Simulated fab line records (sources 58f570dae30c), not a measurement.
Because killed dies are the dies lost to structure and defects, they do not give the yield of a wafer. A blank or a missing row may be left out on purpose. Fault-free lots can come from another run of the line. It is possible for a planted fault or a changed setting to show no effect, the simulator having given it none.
Split-lot study / flow berkeley cmos170 / on a route of 331 steps: 5 lots, 23 wafers read

== SPLIT DETAILS ==
At UCB170_GATE_COAT_07 (resist thk 900 nm), the setting spin rpm was moved away from the recipe's 1500 rpm on 10 of the 23 wafers read, by -6.5% to +4.7%. This setting was run at the recipe's value on the other wafers.

The split's own step is where the reading is taken.

== THE READING ==
KrF_of_GATE_COAT_07.thk nm (the simulator's own value, which no gauge read), in nm, at UCB170_GATE_COAT_07 (resist thk 900 nm). The file does not state a usual value for it. Across the 13 wafers here that went through the recipe, the average is 897.3 nm and the standard deviation 2.4 nm.

wafer=L079.2; tool, chamber at the split=litho track-01, 0; spin rpm as run, rpm=1500; against the recipe=recipe; KrF_of_GATE_COAT_07.thk nm, nm=893.6; against lot-mates on the recipe=-
wafer=L079.3; tool, chamber at the split=litho track-01, 0; spin rpm as run, rpm=1500; against the recipe=recipe; KrF_of_GATE_COAT_07.thk nm, nm=895; against lot-mates on the recipe=-
wafer=L079.4; tool, chamber at the split=litho track-01, 0; spin rpm as run, rpm=1560; against the recipe=+4.0%; KrF_of_GATE_COAT_07.thk nm, nm=879.8; against lot-mates on the recipe=-14.5
wafer=L079.5; tool, chamber at the split=litho track-01, 0; spin rpm as run, rpm=1560; against the recipe=+4.0%; KrF_of_GATE_COAT_07.thk nm, nm=878.5; against lot-mates on the recipe=-15.8
wafer=L079.6; tool, chamber at the split=litho track-01, 0; spin rpm as run, rpm=1560; against the recipe=+4.0%; KrF_of_GATE_COAT_07.thk nm, nm=875.7; against lot-mates on the recipe=-18.6
wafer=L081.1; tool, chamber at the split=litho track-02, 0; spin rpm as run, rpm=1402; against the recipe=-6.5%; KrF_of_GATE_COAT_07.thk nm, nm=923.7; against lot-mates on the recipe=+26.4
wafer=L081.2; tool, chamber at the split=litho track-02, 0; spin rpm as run, rpm=1500; against the recipe=recipe; KrF_of_GATE_COAT_07.thk nm, nm=897.5; against lot-mates on the recipe=-
wafer=L081.3; tool, chamber at the split=litho track-02, 0; spin rpm as run, rpm=1402; against the recipe=-6.5%; KrF_of_GATE_COAT_07.thk nm, nm=927.1; against lot-mates on the recipe=+29.8
wafer=L081.4; tool, chamber at the split=litho track-02, 0; spin rpm as run, rpm=1402; against the recipe=-6.5%; KrF_of_GATE_COAT_07.thk nm, nm=928.1; against lot-mates on the recipe=+30.8
wafer=L081.6; tool, chamber at the split=litho track-02, 0; spin rpm as run, rpm=1500; against the recipe=recipe; KrF_of_GATE_COAT_07.thk nm, nm=897.1; against lot-mates on the recipe=-
wafer=L083.1; tool, chamber at the split=litho track-03, 0; spin rpm as run, rpm=1500; against the recipe=recipe; KrF_of_GATE_COAT_07.thk nm, nm=901.3; against lot-mates on the recipe=-
wafer=L083.4; tool, chamber at the split=litho track-03, 0; spin rpm as run, rpm=1500; against the recipe=recipe; KrF_of_GATE_COAT_07.thk nm, nm=898.2; against lot-mates on the recipe=-
wafer=L083.5; tool, chamber at the split=litho track-03, 0; spin rpm as run, rpm=1500; against the recipe=recipe; KrF_of_GATE_COAT_07.thk nm, nm=901.8; against lot-mates on the recipe=-
wafer=L084.2; tool, chamber at the split=litho track-01, 0; spin rpm as run, rpm=1500; against the recipe=recipe; KrF_of_GATE_COAT_07.thk nm, nm=899.4; against lot-mates on the recipe=-
wafer=L084.3; tool, chamber at the split=litho track-01, 0; spin rpm as run, rpm=1570; against the recipe=+4.7%; KrF_of_GATE_COAT_07.thk nm, nm=877.9; against lot-mates on the recipe=-19.6
wafer=L084.4; tool, chamber at the split=litho track-01, 0; spin rpm as run, rpm=1500; against the recipe=recipe; KrF_of_GATE_COAT_07.thk nm, nm=894.8; against lot-mates on the recipe=-
wafer=L084.5; tool, chamber at the split=litho track-01, 0; spin rpm as run, rpm=1500; against the recipe=recipe; KrF_of_GATE_COAT_07.thk nm, nm=898.4; against lot-mates on the recipe=-
wafer=L084.6; tool, chamber at the split=litho track-01, 0; spin rpm as run, rpm=1570; against the recipe=+4.7%; KrF_of_GATE_COAT_07.thk nm, nm=878.4; against lot-mates on the recipe=-19.1
wafer=L085.1; tool, chamber at the split=litho track-01, 0; spin rpm as run, rpm=1500; against the recipe=recipe; KrF_of_GATE_COAT_07.thk nm, nm=897.5; against lot-mates on the recipe=-
wafer=L085.2; tool, chamber at the split=litho track-01, 0; spin rpm as run, rpm=1500; against the recipe=recipe; KrF_of_GATE_COAT_07.thk nm, nm=895.8; against lot-mates on the recipe=-
wafer=L085.3; tool, chamber at the split=litho track-01, 0; spin rpm as run, rpm=1462; against the recipe=-2.5%; KrF_of_GATE_COAT_07.thk nm, nm=909.3; against lot-mates on the recipe=+13.2
wafer=L085.4; tool, chamber at the split=litho track-01, 0; spin rpm as run, rpm=1462; against the recipe=-2.5%; KrF_of_GATE_COAT_07.thk nm, nm=909.6; against lot-mates on the recipe=+13.5
wafer=L085.5; tool, chamber at the split=litho track-01, 0; spin rpm as run, rpm=1500; against the recipe=recipe; KrF_of_GATE_COAT_07.thk nm, nm=894.9; against lot-mates on the recipe=-

FIT RESULTS
A straight line over all 23 wafers: KrF_of_GATE_COAT_07.thk nm changes by -4.48 nm for each +1% of spin rpm; r = -0.99; the points scatter about the line by 2.3 nm.
The same after taking each lot's own level away (the mean of its wafers on the recipe; 23 wafers): -4.35 nm for each +1%; r = -0.99; scatter 1.6 nm.
Per that fit: largest spin rpm move, reading shift of 28 nm.
The lots' own levels span 894.30 to 900.43 nm, that is 2.5 times the standard deviation above.
Consequently the slope shifts little with the lot-to-lot level, the two slopes agreeing.
Check: with one of the wafers moved furthest among these (-6.5%) left out of the fit, the line predicts +29.6 nm for it against its lot-mates. Against them it came out at +26.4 nm.

== THE FILE'S OWN FIT ==
KrF_of_GATE_COAT_07.thk nm changes by -4.36 nm for each +1% of spin rpm, r = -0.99.
